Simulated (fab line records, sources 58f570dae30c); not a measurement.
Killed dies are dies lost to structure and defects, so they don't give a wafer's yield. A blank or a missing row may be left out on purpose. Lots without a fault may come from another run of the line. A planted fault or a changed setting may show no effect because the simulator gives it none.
Problem report in the 8D (eight disciplines) form, filled by code | flow berkeley_cmos170 | the parts of the form that need people (team, actions taken, sign-off) are left out

1. THE PROBLEM
ACTIVE_OVL at UCB170_ACTIVE_OVL_MEAS_14 reads a mean of -217 nm on 12 wafers of 4 lots; wafers without a fault read -2 nm with a standard deviation of 5.6. That is -38 standard deviations from the usual mean.
First seen on wafer L395.1, day 6 20:33, on overlay-02. The record holds 48 wafers of 16 lots with a number at this step. Rule for "out", or "out of limits": more than 4 standard deviations from the usual mean. The other wafers with a number count as sound.

2. WHAT IT IS AND WHAT IT IS NOT
question                    | is                     | is not
which readings at this step | ACTIVE_OVL             | -
which lots                  | L395, L398, L401, L402 | L385, L386, L387, L389, L390, L391, L392, L393, L394, L396, L399, L406
which wafers of those lots  | all that have a number | -
read on which gauges        | overlay-01, overlay-02 | -
when                        | from day 6 20:33       | up to then (27 sound wafers); but 9 sound wafers of L396, L399, L406 came after

3. SUSPECTS, AND WHAT RULES EACH OUT
Counting: a tool at a process step up to the reading stays a suspect if it ran every lot that is out and no sound lot after the first of them.
- the gauge at UCB170_ACTIVE_OVL_MEAS_14: ruled out. The wafers that are out were read on 2 gauges (overlay-01, overlay-02).
- krf_scanner-02 at UCB170_ACTIVE_EXPOSE_10 (exposes mask ACTIVE, target cd 1200 nm): kept. It ran every lot that is out, first L395 (day 6 19:53), and no sound lot after that; its last sound lot up to then is L392 (day 6 09:49).
Left after counting: krf_scanner-02 at UCB170_ACTIVE_EXPOSE_10.

4. THE CAUSE (what the simulator had put in)
Scanner matching overlay: krf_scanner-02, from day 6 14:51 on, at UCB170_ACTIVE_EXPOSE_10. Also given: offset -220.
Counting left only this tool.

5. THE CHAIN OF EFFECTS, in route order
Each row: a reading whose mean over the struck wafers that have a number lies more than 3 standard deviations from the usual. Only readings for which the record gives a usual standard deviation are gone through. hours: the time from each lot's start at the first step in this table that gives one to its start at this step, as a median over the lots. sigmas: the change in usual standard deviations.
hours | step                      | reading    | usual | on struck wafers | change | sigmas
0     | UCB170_ACTIVE_OVL_MEAS_14 | ACTIVE_OVL | -2 nm | -217             | -215   | -38

6. WHAT WOULD HAVE CAUGHT IT SOONER
In this record the first reading out of limits at a measuring or inspecting step was taken at day 6 20:33, 6 hours after the fault began at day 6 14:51.
Of the lots that are out (4), L398, L401, L402 began UCB170_ACTIVE_EXPOSE_10 on krf_scanner-02 after day 6 20:33. A hold on the tool at that time would have spared those 3.
